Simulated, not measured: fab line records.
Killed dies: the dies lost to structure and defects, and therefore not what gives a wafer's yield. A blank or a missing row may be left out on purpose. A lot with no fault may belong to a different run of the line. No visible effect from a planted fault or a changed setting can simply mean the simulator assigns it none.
Matching of chambers / flow berkeley cmos170 / pecvd-04 running UCB170_V2_CVD_00: 3 sister chambers
The step deposits SiO2 from TEOS/O2, target thk 2000 nm, time 250 s. 3 wafers are shown with their chamber, then 7 later ones without.

## EACH WAFER AND ITS CHAMBER
wafer=L238.5; chamber=1; heater power w (W)=190
wafer=L246.2; chamber=2; heater power w (W)=269
wafer=L245.3; chamber=0; heater power w (W)=177

## WAFERS WITHOUT THEIR CHAMBER
wafer=L245.5; heater power w (W)=183
wafer=L252.3; heater power w (W)=250
wafer=L252.5; heater power w (W)=186
wafer=L252.6; heater power w (W)=178
wafer=L253.2; heater power w (W)=275
wafer=L253.3; heater power w (W)=259
wafer=L253.5; heater power w (W)=255

## CHAMBER TAKEN BY EACH
wafer=L245.5; from the rows above=can't be placed: 0 or 1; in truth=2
wafer=L252.3; from the rows above=2; in truth=2
wafer=L252.5; from the rows above=can't be placed: 1 or 0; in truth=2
wafer=L252.6; from the rows above=can't be placed: 0 or 1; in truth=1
wafer=L253.2; from the rows above=2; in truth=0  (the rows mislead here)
wafer=L253.3; from the rows above=2; in truth=2
wafer=L253.5; from the rows above=2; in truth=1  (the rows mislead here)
2 of 7 placed correctly. Unplaceable from these rows: 3, with the true chamber sitting among the candidates in 1. Wrongly placed: 2.
How it was worked out, from the rows above alone: a wafer's distance from a chamber is the root of the sum, over the readings, of the square of ((its reading less the chamber's mean) divided by the reading's scatter). If the next closest chamber is less than 2 further off than the closest, the wafer can't be placed; otherwise it belongs to the closest. A chamber's mean is the mean of its shown wafers. The scatter: root of mean squared gap, hidden wafer to nearest shown wafer, with one shown wafer a chamber.
